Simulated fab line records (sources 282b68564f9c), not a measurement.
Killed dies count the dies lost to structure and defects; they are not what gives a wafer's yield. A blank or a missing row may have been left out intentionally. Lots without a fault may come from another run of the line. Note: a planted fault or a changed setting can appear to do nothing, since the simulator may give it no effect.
What tool caused it? ; flow rit cmos ; 42 wafers from 14 lots sampled at 2 of the route's 202 steps

## WHAT THE GAUGES READ, wafer by wafer
RIT_PSD_OVL_MEAS_06.
lot;measured;on;PSD_OVL (nm)
L922;day 3 03:36;overlay-02;0.7 0.5 0.7
L923;day 3 10:03;overlay-01;-1.4 -1.9 -0.9
L924;day 3 15:55;overlay-02;-1.1 -1.8 -1.5
L925;day 3 16:28;overlay-01;0.6 0.9 1.2
L926;day 4 05:19;overlay-02;1.0 2.2 1.2
L927;day 4 06:10;overlay-02;-1.1 -0.3 1.2
L928;day 4 08:05;overlay-02;0.2 0.4 2.1
L930;day 4 18:32;overlay-02;1.9 1.9 3.2
L933;day 5 08:19;overlay-01;128.9 131.1 131.3
L935;day 5 17:47;overlay-01;132.5 132.6 132.9
L942;day 7 06:00;overlay-02;2.7 1.8 3.2
L943;day 7 11:08;overlay-02;1.4 0.5 0.8
L944;day 7 16:44;overlay-01;1.3 1.9 3.2
L945;day 7 20:43;overlay-01;1.7 0.1 1.2

## WHICH TOOL RAN EACH LOT (tool, then ch and the chambers of the sampled wafers, then the start)
lot;RIT_PSD_EXPOSE_03
L922;iline stepper-01 ch 0, day 3 03:01
L923;iline stepper-01 ch 0, day 3 09:41
L924;iline stepper-01 ch 0, day 3 15:28
L925;iline stepper-01 ch 0, day 3 15:54
L926;iline stepper-02 ch 0, day 4 04:55
L927;iline stepper-02 ch 0, day 4 05:48
L928;iline stepper-02 ch 0, day 4 07:40
L930;iline stepper-02 ch 0, day 4 18:08
L933;iline stepper-01 ch 0, day 5 07:48
L935;iline stepper-01 ch 0, day 5 17:23
L942;iline stepper-02 ch 0, day 7 05:37
L943;iline stepper-02 ch 0, day 7 10:44
L944;iline stepper-02 ch 0, day 7 16:22
L945;iline stepper-02 ch 0, day 7 20:20
- RIT_PSD_EXPOSE_03: exposes mask M10, target cd 40900 nm.

## WHAT THE TOOLS THEMSELVES READ (means of the sampled wafers that have a number; where no wafer has one, the mark that the record gives instead)
RIT_PSD_EXPOSE_03.
lot;tool;exposure dose mJ cm2;reticle temp C (C)
L922;iline stepper-01;249.78;23.10
L923;iline stepper-01;249.72;22.91
L924;iline stepper-01;250.03;23.04
L925;iline stepper-01;250.22;22.92
L926;iline stepper-02;250.00;22.92
L927;iline stepper-02;250.00;23.03
L928;iline stepper-02;249.95;23.01
L930;iline stepper-02;250.08;23.16
L933;iline stepper-01;250.02;23.00
L935;iline stepper-01;249.89;22.96
L942;iline stepper-02;249.74;23.02
L943;iline stepper-02;249.87;23.11
L944;iline stepper-02;250.08;22.94
L945;iline stepper-02;249.93;22.90

## THE ANSWER, worked out from the rows above alone
Rule: what is usual is taken from the lots themselves. Put in order of their means at a reading, lots are off if they are a third of the lots or fewer, leave a main group of 4 or more, and stand apart from it by a gap of 3 or more times the standard deviation of the main group's means; of several such gaps the widest counts. A main group whose means are all the same, to the digits that the tables above print for the reading, isn't used. Also off: a lot with no number at a reading for which 4 or more lots have one. All remaining lots with rows at the step are treated as sound. The gauges are gone through in route order, then the tools' own readings, and for those a lot's mean is taken as printed above. The first step at which some lot is off is used, and at that step the reading that is off furthest; a lot without a number counts as furthest.
Off: L933, L935, seen at RIT_PSD_OVL_MEAS_06 (PSD_OVL). For the main group the mean is 0.8 nm and the standard deviation 1.2.
A tool fits if, at a process step before that reading, it ran every lot that is off, and no sound lot after the first of them. Gauges at RIT_PSD_OVL_MEAS_06: tried the same way as those tools. One candidate fits, namely iline stepper-01 at RIT_PSD_EXPOSE_03. Its last sound lot is L925 (day 3 15:54), its first lot that is off L933 (day 5 07:48): a fault that began between those two fits.

## WHAT WAS PUT IN BY THE SIMULATOR
Scanner matching overlay: iline stepper-01, from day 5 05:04 on, at RIT_PSD_EXPOSE_03. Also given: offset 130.
Shown lots that were struck: L933, L935. Same finding as the rule above.
